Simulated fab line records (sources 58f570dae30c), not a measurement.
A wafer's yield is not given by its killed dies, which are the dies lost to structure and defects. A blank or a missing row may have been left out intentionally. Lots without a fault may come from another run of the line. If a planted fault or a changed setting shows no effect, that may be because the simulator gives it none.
Commonality check across tools    flow berkeley_cmos170    14 lots and 48 wafers in the sample

REASON FOR OPENING
Of 14 lots, 2 have the reading NSD_TW flagged at UCB170_NSD_TW_MEAS_10. Wafers without a fault read 4169, standard deviation 51.
Rule: a lot gets a flag if all its wafers with a number sit over 4 standard deviations from that mean, or if no wafer of it has a number. The other lots count as sound.

lot   measured      on             NSD_TW, wafer by wafer         flag
L724  day 8 00:17   film_metro-01  4202 4188 4162                 
L726  day 8 00:33   film_metro-04  4071 4062 4068                 
L725  day 8 00:34   film_metro-01  4207 4209 4206                 
L723  day 8 00:56   film_metro-04  4062 4061 4057                 
L727  day 8 18:35   film_metro-04  4071 4063 4084                 
L728  day 8 19:08   film_metro-01  4194 4190 4200                 
L730  day 9 17:08   film_metro-01  4219 4219 4186                 
L735  day 9 17:23   film_metro-01  3943 3916 3902 3928 3918 3919  FLAGGED
L732  day 11 03:27  film_metro-04  3851 3829 3837 3839 3811 3831  FLAGGED
L736  day 11 03:38  film_metro-03  4201 4216 4222                 
L739  day 11 12:17  film_metro-04  4120 4123 4113                 
L744  day 12 15:20  film_metro-04  4108 4095 4113                 
L743  day 12 15:33  film_metro-01  4200 4208 4197                 
L746  day 13 00:55  film_metro-01  4190 4197 4180                 
On average the flagged lots' numbers are 3877, which is -292 against the usual, or -6 standard deviations.

WHICH TOOL RAN EACH LOT
Before the reading, the record contains 2 process steps out of a 331-step route. Each cell gives the tool, then ch followed by the chambers the sampled wafers passed through, then the start.
lot   flag     UCB170_NSD_IMPLANT_08            UCB170_NSD_STRIP_09
L724           implanter-02 ch 0, day 8 00:02   plasma_asher-01 ch 0,1, day 8 00:11
L726           implanter-03 ch 0, day 8 00:17   plasma_asher-03 ch 0,1, day 8 00:25
L725           implanter-01 ch 0, day 8 00:20   plasma_asher-01 ch 0, day 8 00:27
L723           implanter-02 ch 0, day 8 00:42   plasma_asher-01 ch 0,1, day 8 00:50
L727           implanter-02 ch 0, day 8 18:20   plasma_asher-01 ch 0,1, day 8 18:29
L728           implanter-01 ch 0, day 8 18:56   plasma_asher-03 ch 0,1, day 8 19:03
L730           implanter-02 ch 0, day 9 16:56   plasma_asher-03 ch 0,1, day 9 17:03
L735  FLAGGED  implanter-01 ch 0, day 9 17:08   plasma_asher-03 ch 0,1, day 9 17:17
L732  FLAGGED  implanter-01 ch 0, day 11 03:12  plasma_asher-03 ch 0,1, day 11 03:21
L736           implanter-03 ch 0, day 11 03:23  plasma_asher-04 ch 0,1, day 11 03:32
L739           implanter-03 ch 0, day 11 12:02  plasma_asher-03 ch 0,1, day 11 12:11
L744           implanter-03 ch 0, day 12 15:05  plasma_asher-04 ch 0,1, day 12 15:14
L743           implanter-02 ch 0, day 12 15:19  plasma_asher-01 ch 0,1, day 12 15:26
L746           implanter-03 ch 0, day 13 00:40  plasma_asher-04 ch 0,1, day 13 00:49
What the steps here do:
- UCB170_NSD_IMPLANT_08
- UCB170_NSD_STRIP_09: strips in O2.
- UCB170_NSD_TW_MEAS_10

FLAGGED OVER TOTAL, TOOL BY TOOL (the gauges that took the reading come last)
step                   tool             lots run  flagged  share of the flagged lots  sound lots run after its first flagged lot
UCB170_NSD_IMPLANT_08  implanter-01     4         2        all                        0
UCB170_NSD_IMPLANT_08  implanter-02     5         0        none                       -
UCB170_NSD_IMPLANT_08  implanter-03     5         0        none                       -
UCB170_NSD_STRIP_09    plasma_asher-01  5         0        none                       -
UCB170_NSD_STRIP_09    plasma_asher-03  6         2        all                        1 (L739)
UCB170_NSD_STRIP_09    plasma_asher-04  3         0        none                       -
UCB170_NSD_TW_MEAS_10  film_metro-01    7         1        some                       2 (L743,L746)
UCB170_NSD_TW_MEAS_10  film_metro-03    1         0        none                       -
UCB170_NSD_TW_MEAS_10  film_metro-04    6         1        some                       2 (L739,L744)

WHAT THE TABLE ALLOWS
Table rows that saw every flagged lot: 2, namely implanter-01 at UCB170_NSD_IMPLANT_08 and plasma_asher-03 at UCB170_NSD_STRIP_09.
- implanter-01 at UCB170_NSD_IMPLANT_08: 2 of its 4 lots flagged. Last sound lot L728 at day 8 18:56, first flagged lot L735 at day 9 17:08; a fault beginning in between fits. Its own readings (dose_ions_cm2, end_station_pressure_torr, faraday_current_uA) fall more than 4 standard deviations out on all wafers of the flagged lots.
- plasma_asher-03 at UCB170_NSD_STRIP_09: 2 of its 6 lots flagged. Sound lots ran on it after the first flagged one (L739), which a lasting fault on the whole tool wouldn't allow. Its own readings (oes_product_au, strip_time_to_endpoint_s) fall more than 4 standard deviations out on all wafers of the flagged lots.
Left over: one tool, implanter-01 at UCB170_NSD_IMPLANT_08.

WHAT THE SIMULATOR HAD PUT IN
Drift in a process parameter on implanter-01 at UCB170_NSD_IMPLANT_08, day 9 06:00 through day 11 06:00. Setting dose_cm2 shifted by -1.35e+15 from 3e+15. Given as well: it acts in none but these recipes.
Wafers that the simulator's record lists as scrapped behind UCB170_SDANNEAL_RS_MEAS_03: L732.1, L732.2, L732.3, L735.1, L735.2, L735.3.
Shown lots that were struck: L735, L732. The rule above reached the same finding.
